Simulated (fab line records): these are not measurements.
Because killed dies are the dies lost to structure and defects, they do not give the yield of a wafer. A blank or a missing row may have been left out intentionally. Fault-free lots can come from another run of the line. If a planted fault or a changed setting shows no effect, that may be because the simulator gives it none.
Which tool did it? :: flow berkeley cmos170 :: 13 lots, 39 wafers sampled, at 4 steps of a route of 331

== WHAT THE GAUGES READ, wafer by wafer ==
UCB170_V2_BOW_MEAS_03. Usual: V2_BOW gives 38 um (standard deviation 6.9).
lot: L926
measured: day 8 11:26
on: film metro-03
V2_BOW (um): 36 41 41
flag: 

lot: L930
measured: day 9 02:44
on: film metro-02
V2_BOW (um): 37 44 34
flag: 

lot: L927
measured: day 9 06:26
on: film metro-03
V2_BOW (um): 30 44 39
flag: 

lot: L929
measured: day 9 06:58
on: film metro-04
V2_BOW (um): 44 39 41
flag: 

lot: L932
measured: day 9 22:07
on: film metro-02
V2_BOW (um): 32 34 39
flag: 

lot: L935
measured: day 10 17:51
on: film metro-02
V2_BOW (um): 28 37 58
flag: 

lot: L939
measured: day 11 09:50
on: film metro-03
V2_BOW (um): 41 36 23
flag: 

lot: L940
measured: day 11 15:50
on: film metro-03
V2_BOW (um): 46 44 36
flag: 

lot: L943
measured: day 12 08:50
on: film metro-04
V2_BOW (um): 35 36 31
flag: 

lot: L946
measured: day 12 23:06
on: film metro-02
V2_BOW (um): 36 26 34
flag: 

lot: L944
measured: day 12 23:29
on: film metro-03
V2_BOW (um): 37 35 42
flag: 

lot: L948
measured: day 12 23:49
on: film metro-04
V2_BOW (um): 41 42 34
flag: 

lot: L949
measured: day 13 01:36
on: film metro-03
V2_BOW (um): 36 38 43
flag: 

UCB170_M3_BOW_MEAS_20. Usual: M3_BOW gives 37 um (standard deviation 7).
lot: L926
measured: day 8 15:54
on: film metro-04
M3_BOW (um): 34 41 39
flag: 

lot: L930
measured: day 9 09:32
on: film metro-03
M3_BOW (um): 35 42 32
flag: 

lot: L927
measured: day 9 11:16
on: film metro-04
M3_BOW (um): 28 42 37
flag: 

lot: L929
measured: day 9 12:25
on: film metro-04
M3_BOW (um): 42 37 39
flag: 

lot: L932
measured: day 10 02:40
on: film metro-01
M3_BOW (um): 33 32 37
flag: 

lot: L935
measured: day 10 23:11
on: film metro-01
M3_BOW (um): 27 36 58
flag: 

lot: L939
measured: day 11 17:43
on: film metro-04
M3_BOW (um): 40 33 22
flag: 

lot: L940
measured: day 11 20:37
on: film metro-03
M3_BOW (um): 45 42 33
flag: 

lot: L943
measured: day 12 13:58
on: film metro-03
M3_BOW (um): 33 34 29
flag: 

lot: L946
measured: day 13 05:18
on: film metro-04
M3_BOW (um): 35 23 32
flag: 

lot: L944
measured: day 13 06:18
on: film metro-01
M3_BOW (um): 37 34 42
flag: 

lot: L948
measured: day 13 06:50
on: film metro-01
M3_BOW (um): 41 40 33
flag: 

lot: L949
measured: day 13 07:11
on: film metro-04
M3_BOW (um): 34 36 43
flag: 

== WHAT TOOL EACH LOT RAN ON (gives the tool, then ch and the chambers of the sampled wafers, and finally the start) ==
lot: L926
UCB170_M2_SPUTTER_01: pvd sputter-04, day 8 08:20
UCB170_M2_STRIP_19: plasma asher-03 ch 0,1, day 8 10:41

lot: L930
UCB170_M2_SPUTTER_01: pvd sputter-02, day 8 22:39
UCB170_M2_STRIP_19: plasma asher-03 ch 0,1, day 9 02:01

lot: L927
UCB170_M2_SPUTTER_01: pvd sputter-01, day 9 00:11
UCB170_M2_STRIP_19: plasma asher-03 ch 0,1, day 9 05:41

lot: L929
UCB170_M2_SPUTTER_01: pvd sputter-02, day 9 02:22
UCB170_M2_STRIP_19: plasma asher-04 ch 0,1, day 9 06:12

lot: L932
UCB170_M2_SPUTTER_01: pvd sputter-01, day 9 18:58
UCB170_M2_STRIP_19: plasma asher-04 ch 0, day 9 21:23

lot: L935
UCB170_M2_SPUTTER_01: pvd sputter-01, day 10 14:25
UCB170_M2_STRIP_19: plasma asher-03 ch 0,1, day 10 17:05

lot: L939
UCB170_M2_SPUTTER_01: pvd sputter-02, day 11 06:07
UCB170_M2_STRIP_19: plasma asher-04 ch 0,1, day 11 08:59

lot: L940
UCB170_M2_SPUTTER_01: pvd sputter-04, day 11 12:37
UCB170_M2_STRIP_19: plasma asher-03 ch 0,1, day 11 15:06

lot: L943
UCB170_M2_SPUTTER_01: pvd sputter-01, day 12 05:29
UCB170_M2_STRIP_19: plasma asher-03 ch 0,1, day 12 08:05

lot: L946
UCB170_M2_SPUTTER_01: pvd sputter-01, day 12 18:36
UCB170_M2_STRIP_19: plasma asher-03 ch 0,1, day 12 22:22

lot: L944
UCB170_M2_SPUTTER_01: pvd sputter-04, day 12 18:50
UCB170_M2_STRIP_19: plasma asher-04 ch 0,1, day 12 22:44

lot: L948
UCB170_M2_SPUTTER_01: pvd sputter-01, day 12 19:34
UCB170_M2_STRIP_19: plasma asher-04 ch 0,1, day 12 23:04

lot: L949
UCB170_M2_SPUTTER_01: pvd sputter-04, day 12 22:17
UCB170_M2_STRIP_19: plasma asher-03 ch 0,1, day 13 00:52
- UCB170_M2_SPUTTER_01: material Al, target thk 900 nm, time 120 s.
- UCB170_M2_STRIP_19: strips in O2.

== AS READ BY THE TOOLS THEMSELVES (means over the sampled wafers that have a number; for cases with no such wafer, the mark the record gives instead) ==
UCB170_M2_SPUTTER_01. Usual: throttle valve pct 29.7 %, standard deviation 1.
lot: L926
tool: pvd sputter-04
throttle valve pct (%): 30.2
flag: 

lot: L930
tool: pvd sputter-02
throttle valve pct (%): 29.9
flag: 

lot: L927
tool: pvd sputter-01
throttle valve pct (%): 27.9
flag: 

lot: L929
tool: pvd sputter-02
throttle valve pct (%): 29.4
flag: 

lot: L932
tool: pvd sputter-01
throttle valve pct (%): 30.4
flag: 

lot: L935
tool: pvd sputter-01
throttle valve pct (%): 30.1
flag: 

lot: L939
tool: pvd sputter-02
throttle valve pct (%): 29.3
flag: 

lot: L940
tool: pvd sputter-04
throttle valve pct (%): 29.3
flag: 

lot: L943
tool: pvd sputter-01
throttle valve pct (%): 30.2
flag: 

lot: L946
tool: pvd sputter-01
throttle valve pct (%): 29.7
flag: 

lot: L944
tool: pvd sputter-04
throttle valve pct (%): 29.6
flag: 

lot: L948
tool: pvd sputter-01
throttle valve pct (%): 30.6
flag: 

lot: L949
tool: pvd sputter-04
throttle valve pct (%): 29.8
flag: 

UCB170_M2_STRIP_19. Usual: drypump motor current A 5.9 A, standard deviation 0.41; oes product au 0.553 a.u., standard deviation 0.015.
lot: L926
tool: plasma asher-03
drypump motor current A (A): 6.0
oes product au (a.u.): 0.553
flag: 

lot: L930
tool: plasma asher-03
drypump motor current A (A): 6.0
oes product au (a.u.): 0.559
flag: 

lot: L927
tool: plasma asher-03
drypump motor current A (A): 6.0
oes product au (a.u.): 0.565
flag: 

lot: L929
tool: plasma asher-04
drypump motor current A (A): 5.5
oes product au (a.u.): 0.560
flag: 

lot: L932
tool: plasma asher-04
drypump motor current A (A): 6.1
oes product au (a.u.): 0.565
flag: 

lot: L935
tool: plasma asher-03
drypump motor current A (A): 6.0
oes product au (a.u.): 0.554
flag: 

lot: L939
tool: plasma asher-04
drypump motor current A (A): 5.7
oes product au (a.u.): 0.563
flag: 

lot: L940
tool: plasma asher-03
drypump motor current A (A): 6.0
oes product au (a.u.): 0.555
flag: 

lot: L943
tool: plasma asher-03
drypump motor current A (A): 5.9
oes product au (a.u.): 0.556
flag: 

lot: L946
tool: plasma asher-03
drypump motor current A (A): 6.0
oes product au (a.u.): 0.556
flag: 

lot: L944
tool: plasma asher-04
drypump motor current A (A): 5.5
oes product au (a.u.): 0.524
flag: 

lot: L948
tool: plasma asher-04
drypump motor current A (A): 5.5
oes product au (a.u.): 0.552
flag: 

lot: L949
tool: plasma asher-03
drypump motor current A (A): 6.0
oes product au (a.u.): 0.532
flag: 

== THE ANSWER, worked out from the rows above alone ==
Rule: a lot counts as off when the mean over its wafers that have a number is more than 3 standard deviations away from the usual mean. Also off: a lot with no number at a reading for which 4 or more lots have one. All remaining lots with rows at the step are treated as sound. The gauges are gone through in route order, then the tools' own readings, and for those a lot's mean is taken as printed above. The first step at which some lot is off is used, and at that step the reading that is off furthest; a lot without a number counts as furthest.
Across all readings shown, no lot is off: no conclusion can be drawn from this.

== WHAT THE SIMULATOR PUT IN ==
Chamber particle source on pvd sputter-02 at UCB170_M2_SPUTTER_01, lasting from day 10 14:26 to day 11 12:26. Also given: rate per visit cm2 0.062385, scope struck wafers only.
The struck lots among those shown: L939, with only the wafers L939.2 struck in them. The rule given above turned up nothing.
